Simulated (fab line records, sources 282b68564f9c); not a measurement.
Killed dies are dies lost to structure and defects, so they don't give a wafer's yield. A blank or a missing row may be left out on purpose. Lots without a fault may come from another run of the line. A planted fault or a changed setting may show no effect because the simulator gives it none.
fab line records | flow rit_cmos
record lots=14 wafers=42 last_day=7
route steps=202 shown GATE@91 M1@202
lots that met no fault: from a run of the same line without faults
start_h: hours from the record's first day to the start of the lot's first wafer shown | wait_h: hours since the lot's step before | " the same as in the row above | L1.1+2: a row that stands for several wafers | - no value, or no start given | * or withheld: withheld | < > ~ a bound
route shown NAME@n: a module of which the file shows steps, and the number in the route of the first | usual: mean/standard deviation of fault-free wafers | same: alike in all rows | chamber/n: place in a boat | sites: the reading at each site | _std_site: their standard deviation | _edge_site: outer sites' mean less inner sites' | radius_mm: how far each site lies from the wafer's centre | mask NAME#n: copy n | behind: the tool/chamber that last shaped the wafer | hold: why the lot was held/for how many hours/how that ended | device: the transistor (n, p or np) that didn't switch | end of line: the same wafers' tests at the end of the route | a step without rows: its recipe alone | killed: dies lost to structure and defects at the first sort, not the wafer's yield | map: a wafer's dies, x killed, . not, _ none there
set.NAME: the setting as run; set.NAME@STEP: as run at that earlier step | model.NAME: the simulator's own value behind a step, which no gauge read
steps of the route over a sample of lots; a table a step, a row a wafer
## steps
# step RIT_GATE_DEVELOP_15
# recipe resist=NOVOLAK develop_time_s=50 dev_temp_c=23
# usual developer_temp_C=23.01/0.097
# columns lot.wafer tool chamber start_h wait_h developer_temp_C
L193.1 litho_track-03 0 42 - 22.95
L193.4 " 0 " " 23.02
L193.5 " 0 " " 22.96
L194.1 litho_track-02 0 48 - 22.99
L194.4 " 0 " " 22.91
L194.6 " 0 " " 23.15
L195.2 litho_track-03 0 51 - 23.08
L195.3 " 0 " " 23.22
L195.4 " 0 " " 23.22
L196.1 litho_track-02 0 58 - 23.02
L196.2 " 0 " " 23.01
L196.3 " 0 " " 22.98
L199.1 litho_track-03 0 73 - 22.90
L199.2 " 0 " " 22.95
L199.5 " 0 " " 22.92
L200.1 litho_track-04 0 79 - 22.97
L200.2 " 0 " " 23.11
L200.3 " 0 " " 23.04
L201.2 litho_track-03 0 82 - 23.06
L201.5 " 0 " " 23.11
L201.6 " 0 " " 23.11
L202.1 litho_track-03 0 90 - 23.16
L202.3 " 0 " " 23.17
L202.5 " 0 " " 22.93
L204.1 litho_track-04 0 100 - 23.00
L204.3 " 0 " " 23.10
L204.6 " 0 " " 23.20
L205.1 litho_track-04 0 104 - 22.92
L205.2 " 0 " " 22.99
L205.4 " 0 " " 22.94
L206.2 litho_track-04 0 109 - 22.90
L206.3 " 0 " " 22.91
L206.6 " 0 " " 22.99
L209.1 litho_track-04 0 123 - 22.98
L209.2 " 0 " " 23.08
L209.5 " 0 " " 23.20
L211.1 litho_track-04 0 135 - 25.22
L211.2 " 0 " " 25.28
L211.4 " 0 " " 25.26
L214.1 litho_track-04 0 150 - 25.28
L214.3 " 0 " " 25.39
L214.6 " 0 151 - 25.22
# step RIT_GATE_CD_MEAS_16
# recipe target_cd_nm=150
# usual cd_nm=149.2/2.8
# columns lot.wafer tool chamber start_h wait_h cd_nm
L193.1 cd_sem-02 - 42.83 - 146.5
L193.4 " - " " 146.7
L193.5 " - " " 145.8
L194.1 cd_sem-02 - 48.76 - 144.8
L194.4 " - " " 144.2
L194.6 " - " " 144.9
L195.2 cd_sem-01 - 51.26 - 145.0
L195.3 " - " " 148.7
L195.4 " - " " 145.0
L196.1 cd_sem-01 - 58.95 - 153.1
L196.2 " - " " 154.2
L196.3 " - " " 151.6
L199.1 cd_sem-02 - 73.25 - 149.5
L199.2 " - " " 145.8
L199.5 " - " " 144.9
L200.1 cd_sem-02 - 79.14 - 150.1
L200.2 " - " " 150.2
L200.3 " - " " 148.8
L201.2 cd_sem-01 - 82.37 - 150.3
L201.5 " - " " 152.8
L201.6 " - " " 152.8
L202.1 cd_sem-02 - 90.97 - 150.5
L202.3 " - " " 151.7
L202.5 " - " " 151.9
L204.1 cd_sem-01 - 100.34 - 151.6
L204.3 " - " " 152.0
L204.6 " - " " 153.4
L205.1 cd_sem-01 - 104.14 - 147.3
L205.2 " - " " 147.6
L205.4 " - " " 146.5
L206.2 cd_sem-02 - 109.21 - 147.3
L206.3 " - " " 148.0
L206.6 " - " " 145.8
L209.1 cd_sem-01 - 123.63 - 147.8
L209.2 " - " " 145.1
L209.5 " - " " 149.9
L211.1 cd_sem-01 - 135.73 - 168.0
L211.2 " - " " 165.9
L211.4 " - " " 168.6
L214.1 cd_sem-01 - 151.06 - 160.1
L214.3 " - " " 160.1
L214.6 " - " " 156.2
# step RIT_M1_PROBE_99
# usual killed_at_M0_to_M3=0.0/0.14 killed_at_contacts=0.1/0.31 killed_at_front_end=7/3.2 killed_dies=7/3.2 killed_open=3.6/1.9 killed_short=3.6/2
# same gross_dies=264 killed_at_M4_up=0 killed_at_back_side=0 killed_at_other=0
# columns lot.wafer tool chamber start_h wait_h killed_at_M0_to_M3 killed_at_contacts killed_at_front_end killed_dies killed_open killed_short
L202.1 prober-02 - 111.78 0.1 0 0 3 3 1 2
L202.3 prober-02 - 111.88 0.2 0 0 6 6 4 2
L202.5 prober-02 - 111.98 0.2 0 0 4 4 1 3
L211.4 prober-01 - 155.61 0.2 0 0 7 7 3 4
L214.3 prober-02 - 172.18 0.2 0 0 6 6 2 3
L214.6 prober-02 - 172.33 0.2 0 0 6 6 2 4
# killed by level:class
L202.1 FOX2:geometric_particle:short=1 GATE:geometric_particle:open=1 SPACER:geometric_particle:short=1
L202.3 FOX1:geometric_particle:short=2 FOX1:geometric_particle:open=1 GATE:geometric_particle:open=1 REOX:geometric_particle:open=1 SILICIDE:geometric_particle:open=1
L202.5 FOX2:geometric_particle:short=1 GATE:geometric_particle:open=1 REOX:geometric_particle:short=1 SPACER:geometric_particle:short=1
L211.4 FOX2:geometric_particle:short=2 GATE:geometric_particle:open=2 GATE:geometric_particle:short=2 FOX1:geometric_particle:open=1
L214.3 FOX2:geometric_particle:open=1 FOX2:geometric_particle:short=1 GATE:geometric_particle:short=1 REOX:geometric_particle:open=1 SPACER:geometric_particle:short=1 PRETRO:coat_microbubble_printed=1
L214.6 GATE:geometric_particle:short=3 FOX2:geometric_particle:short=1 FOX2:geometric_particle:open=1 GATE:geometric_particle:open=1
## key
first_sign step=RIT_GATE_DEVELOP_15 reading=developer_temp_C direction=up sigmas=23 usual=* struck=*
effect step=RIT_GATE_CD_MEAS_16 reading=cd_nm direction=up sigmas=5.1 usual=149.2 struck=163.2 through=control_loop
met_at RIT_GATE_DEVELOP_15
struck_lots L211,L214
tester_left_out L211,L214
loop_trim step=RIT_GATE_EXPOSE_13 setting=dose lots=L214
onset_between 123 135
fault kind=process_parameter_drift tool=litho_track-04 chamber=- onset_h=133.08 steps=RIT_GATE_DEVELOP_15 channel=dev_temp_c offset=* shape=step end_h=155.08 acts_in=* stated=*
# tester_left_out: of these lots the tester's yield and bins aren't shown, on N5 and GAA mostly nor the transistor test; their killed dies are dies lost to structure and defects alone, not to doping, threshold or leakage, so they don't give the yield
# loop_trim: a control loop set the setting to another value than it would have without faults
